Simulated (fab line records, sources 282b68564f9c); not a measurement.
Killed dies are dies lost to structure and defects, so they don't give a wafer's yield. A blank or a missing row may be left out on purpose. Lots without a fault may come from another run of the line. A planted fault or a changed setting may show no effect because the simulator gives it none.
Split-lot experiment | flow rit_cmos | 5 lots, 23 wafers read, on a route of 202 steps

THE SPLIT
At RIT_ACTIVE_DEVELOP_10 (develop time 50 s), the setting develop_time_s was moved away from the recipe's 50 s on 5 of the 23 wafers read, by -11.2% to -10.2%. The other wafers ran this setting at the recipe's value.

FROM THE SPLIT TO THE READING: what the file shows between them, 4 steps
- RIT_ACTIVE_CD_MEAS_11: target cd 1400 nm
- RIT_ACTIVE_HARDBAKE_12: time 60 s
- RIT_ACTIVE_ETCH_13: etches Si3N4 in SF6, stops on SiO2, time 210 s, target depth 210 nm
- RIT_ACTIVE_STRIP_14: strips in O2, time 180 s

THE READING
cd_nm, in nm, at RIT_ACTIVE_CD_MEAS_90 (target cd 1400 nm). Fault-free wafers of this fab line usually give 1400.2 nm, standard deviation 2.5 nm.

wafer  | tool, chamber at the split | develop_time_s as run, s | against the recipe | cd_nm, nm | against lot-mates on the recipe
L078.1 | litho_track-01, 0          | 44.92                    | -10.2%             | 1410.8    | +10.6
L078.3 | litho_track-01, 0          | 50                       | recipe             | 1399.8    | -
L078.4 | litho_track-01, 0          | 44.92                    | -10.2%             | 1409.0    | +8.8
L078.5 | litho_track-01, 0          | 50                       | recipe             | 1400.5    | -
L078.6 | litho_track-01, 0          | 44.92                    | -10.2%             | 1411.4    | +11.2
L080.2 | litho_track-04, 0          | 44.41                    | -11.2%             | 1413.4    | +11.0
L080.3 | litho_track-04, 0          | 50                       | recipe             | 1402.8    | -
L080.4 | litho_track-04, 0          | 50                       | recipe             | 1402.9    | -
L080.5 | litho_track-04, 0          | 50                       | recipe             | 1401.4    | -
L080.6 | litho_track-04, 0          | 44.41                    | -11.2%             | 1414.7    | +12.3
L082.1 | litho_track-01, 0          | 50                       | recipe             | 1402.5    | -
L082.5 | litho_track-01, 0          | 50                       | recipe             | 1406.4    | -
L082.6 | litho_track-01, 0          | 50                       | recipe             | 1406.2    | -
L084.2 | litho_track-01, 0          | 50                       | recipe             | 1402.9    | -
L084.3 | litho_track-01, 0          | 50                       | recipe             | 1399.6    | -
L084.4 | litho_track-01, 0          | 50                       | recipe             | 1401.8    | -
L084.5 | litho_track-01, 0          | 50                       | recipe             | 1400.5    | -
L084.6 | litho_track-01, 0          | 50                       | recipe             | 1399.8    | -
L085.1 | litho_track-02, 0          | 50                       | recipe             | 1400.1    | -
L085.2 | litho_track-02, 0          | 50                       | recipe             | 1401.1    | -
L085.3 | litho_track-02, 0          | 50                       | recipe             | 1399.4    | -
L085.5 | litho_track-02, 0          | 50                       | recipe             | 1399.5    | -
L085.6 | litho_track-02, 0          | 50                       | recipe             | 1399.8    | -

THE FIT
A straight line over all 23 wafers: cd_nm changes by -0.988 nm for each +1% of develop_time_s; r = -0.91; the points scatter about the line by 2.1 nm.
The same after taking each lot's own level away (the mean of its wafers on the recipe; 23 wafers): -1.03 nm for each +1%; r = -0.97; scatter 1.1 nm.
On that fit, the largest move of develop_time_s shifts the reading by 11 nm.
The lots' own levels span 1399.98 to 1405.03 nm, that is 2.0 times the standard deviation above.
So the lot-to-lot level changes the slope little: the two slopes agree.
Check: with one of the wafers moved furthest among these (-11.2%) left out of the fit, the line predicts +11.6 nm for it against its lot-mates. It came out at +11 nm against them.

OTHER SPLITS ON THESE WAFERS
These wafers also went through other splits before the reading. Each is held against what the fit with the lots' levels taken away leaves over:
other split on the same wafers | wafers away from the commonest value | r with cd_nm (lot level and that fit taken away)
RIT_ACTIVE_SOFTBAKE_07 temp_c  | 5                                    | -0.19

THE WHOLE CHAIN: every reading that the file lists as answering this split, in the file's order
step                  | what it does                                                        | reading                                                       | change (the file's fit)              | r (the file's)
RIT_ACTIVE_CD_MEAS_11 | target cd 1400 nm                                                   | cd_nm                                                         | -1.02 nm for each +1% of the setting | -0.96
RIT_ACTIVE_ETCH_13    | etches Si3N4 in SF6, stops on SiO2, time 210 s, target depth 210 nm | ACTIVE.cd_nm (the simulator's own value, which no gauge read) | -1.04 nm for each +1% of the setting | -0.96
RIT_ACTIVE_CD_MEAS_90 | target cd 1400 nm                                                   | cd_nm                                                         | -1.03 nm for each +1% of the setting | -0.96

THE FILE'S OWN FIT
cd_nm changes by -1.03 nm for each +1% of develop_time_s, r = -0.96.
